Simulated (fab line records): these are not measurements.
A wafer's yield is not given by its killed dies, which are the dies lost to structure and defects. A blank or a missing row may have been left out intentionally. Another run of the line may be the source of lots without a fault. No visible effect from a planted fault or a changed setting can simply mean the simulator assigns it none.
Split-lot trial :: flow berkeleyCmos170 :: 5 lots, 23 wafers read, on a route of 331 steps

## THE SPLIT
At UCB170_ZERO_COAT_01 (resist thk 900 nm), the setting spinRpm was moved away from the recipe's 1500 rpm on 8 of the 23 wafers read, by -3.8% to +5.1%. For the rest of the wafers, this setting stayed at what the recipe calls for.

The split's own step is where the reading is taken.

## THE READING
KrF_of_ZERO_COAT_01.thkNm (the simulator's own value, which no gauge read), in nm, at UCB170_ZERO_COAT_01 (resist thk 900 nm). The file does not state a usual value for it. The 15 wafers here that ran the recipe average 900.0 nm, standard deviation 1.8 nm.

wafer: L075.2
tool, chamber at the split: lithoTrack-03, 0
spinRpm as run, rpm: 1500
against the recipe: recipe
KrF_of_ZERO_COAT_01.thkNm, nm: 899.6
against lot-mates on the recipe: -

wafer: L075.3
tool, chamber at the split: lithoTrack-03, 0
spinRpm as run, rpm: 1500
against the recipe: recipe
KrF_of_ZERO_COAT_01.thkNm, nm: 896
against lot-mates on the recipe: -

wafer: L075.4
tool, chamber at the split: lithoTrack-03, 0
spinRpm as run, rpm: 1577
against the recipe: +5.1%
KrF_of_ZERO_COAT_01.thkNm, nm: 876.7
against lot-mates on the recipe: -21.1

wafer: L075.5
tool, chamber at the split: lithoTrack-03, 0
spinRpm as run, rpm: 1577
against the recipe: +5.1%
KrF_of_ZERO_COAT_01.thkNm, nm: 879.4
against lot-mates on the recipe: -18.4

wafer: L075.6
tool, chamber at the split: lithoTrack-03, 0
spinRpm as run, rpm: 1577
against the recipe: +5.1%
KrF_of_ZERO_COAT_01.thkNm, nm: 877.4
against lot-mates on the recipe: -20.4

wafer: L076.2
tool, chamber at the split: lithoTrack-03, 0
spinRpm as run, rpm: 1464
against the recipe: -2.4%
KrF_of_ZERO_COAT_01.thkNm, nm: 910.2
against lot-mates on the recipe: +7.9

wafer: L076.3
tool, chamber at the split: lithoTrack-03, 0
spinRpm as run, rpm: 1464
against the recipe: -2.4%
KrF_of_ZERO_COAT_01.thkNm, nm: 911.8
against lot-mates on the recipe: +9.4

wafer: L076.4
tool, chamber at the split: lithoTrack-03, 0
spinRpm as run, rpm: 1500
against the recipe: recipe
KrF_of_ZERO_COAT_01.thkNm, nm: 901.6
against lot-mates on the recipe: -

wafer: L076.5
tool, chamber at the split: lithoTrack-03, 0
spinRpm as run, rpm: 1464
against the recipe: -2.4%
KrF_of_ZERO_COAT_01.thkNm, nm: 912.5
against lot-mates on the recipe: +10.1

wafer: L076.6
tool, chamber at the split: lithoTrack-03, 0
spinRpm as run, rpm: 1500
against the recipe: recipe
KrF_of_ZERO_COAT_01.thkNm, nm: 903.1
against lot-mates on the recipe: -

wafer: L078.1
tool, chamber at the split: lithoTrack-01, 0
spinRpm as run, rpm: 1500
against the recipe: recipe
KrF_of_ZERO_COAT_01.thkNm, nm: 898.5
against lot-mates on the recipe: -

wafer: L078.3
tool, chamber at the split: lithoTrack-01, 0
spinRpm as run, rpm: 1443
against the recipe: -3.8%
KrF_of_ZERO_COAT_01.thkNm, nm: 917.7
against lot-mates on the recipe: +18.4

wafer: L078.4
tool, chamber at the split: lithoTrack-01, 0
spinRpm as run, rpm: 1500
against the recipe: recipe
KrF_of_ZERO_COAT_01.thkNm, nm: 899
against lot-mates on the recipe: -

wafer: L078.5
tool, chamber at the split: lithoTrack-01, 0
spinRpm as run, rpm: 1443
against the recipe: -3.8%
KrF_of_ZERO_COAT_01.thkNm, nm: 915.9
against lot-mates on the recipe: +16.6

wafer: L078.6
tool, chamber at the split: lithoTrack-01, 0
spinRpm as run, rpm: 1500
against the recipe: recipe
KrF_of_ZERO_COAT_01.thkNm, nm: 900.3
against lot-mates on the recipe: -

wafer: L080.1
tool, chamber at the split: lithoTrack-03, 0
spinRpm as run, rpm: 1500
against the recipe: recipe
KrF_of_ZERO_COAT_01.thkNm, nm: 898.9
against lot-mates on the recipe: -

wafer: L080.2
tool, chamber at the split: lithoTrack-03, 0
spinRpm as run, rpm: 1500
against the recipe: recipe
KrF_of_ZERO_COAT_01.thkNm, nm: 901.7
against lot-mates on the recipe: -

wafer: L080.5
tool, chamber at the split: lithoTrack-03, 0
spinRpm as run, rpm: 1500
against the recipe: recipe
KrF_of_ZERO_COAT_01.thkNm, nm: 901.4
against lot-mates on the recipe: -

wafer: L085.1
tool, chamber at the split: lithoTrack-04, 0
spinRpm as run, rpm: 1500
against the recipe: recipe
KrF_of_ZERO_COAT_01.thkNm, nm: 897.8
against lot-mates on the recipe: -

wafer: L085.2
tool, chamber at the split: lithoTrack-04, 0
spinRpm as run, rpm: 1500
against the recipe: recipe
KrF_of_ZERO_COAT_01.thkNm, nm: 899.1
against lot-mates on the recipe: -

wafer: L085.4
tool, chamber at the split: lithoTrack-04, 0
spinRpm as run, rpm: 1500
against the recipe: recipe
KrF_of_ZERO_COAT_01.thkNm, nm: 900.9
against lot-mates on the recipe: -

wafer: L085.5
tool, chamber at the split: lithoTrack-04, 0
spinRpm as run, rpm: 1500
against the recipe: recipe
KrF_of_ZERO_COAT_01.thkNm, nm: 899.7
against lot-mates on the recipe: -

wafer: L085.6
tool, chamber at the split: lithoTrack-04, 0
spinRpm as run, rpm: 1500
against the recipe: recipe
KrF_of_ZERO_COAT_01.thkNm, nm: 902.4
against lot-mates on the recipe: -

THE FIT
A straight line over all 23 wafers: KrF_of_ZERO_COAT_01.thkNm changes by -4.41 nm for each +1% of spinRpm; r = -0.99; the points scatter about the line by 1.7 nm.
The same after taking each lot's own level away (the mean of its wafers on the recipe; 23 wafers): -4.05 nm for each +1%; r = -0.99; scatter 1.5 nm.
According to that fit, moving spinRpm by its largest amount changes the reading by 21 nm.
Across the lots, their own levels run from 897.80 to 902.35 nm, a range of 2.5 times the standard deviation given above.
So the lot-to-lot level changes the slope little: the two slopes agree.
Check: -20.4 nm against its lot-mates is what the line predicts for one of the wafers moved furthest among these (+5.1%) when that wafer is left out of the fit. Against them it came out at -21.1 nm.

## THE WHOLE CHAIN: every reading that the file lists as answering this split, in the file's order
step: UCB170_ZERO_COAT_01
what it does: resist thk 900 nm
reading: KrF_of_ZERO_COAT_01.thkNm (the simulator's own value, which no gauge read)
change (the file's fit): -4.1 nm for each +1% of the setting
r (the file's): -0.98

step: UCB170_ZERO_STRIP_07
what it does: strips in O2
reading: stripTimeToEndpointS
change (the file's fit): withheld for each +1% of the setting
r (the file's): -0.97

## THE FILE'S OWN FIT
KrF_of_ZERO_COAT_01.thkNm changes by -4.1 nm for each +1% of spinRpm, r = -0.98.
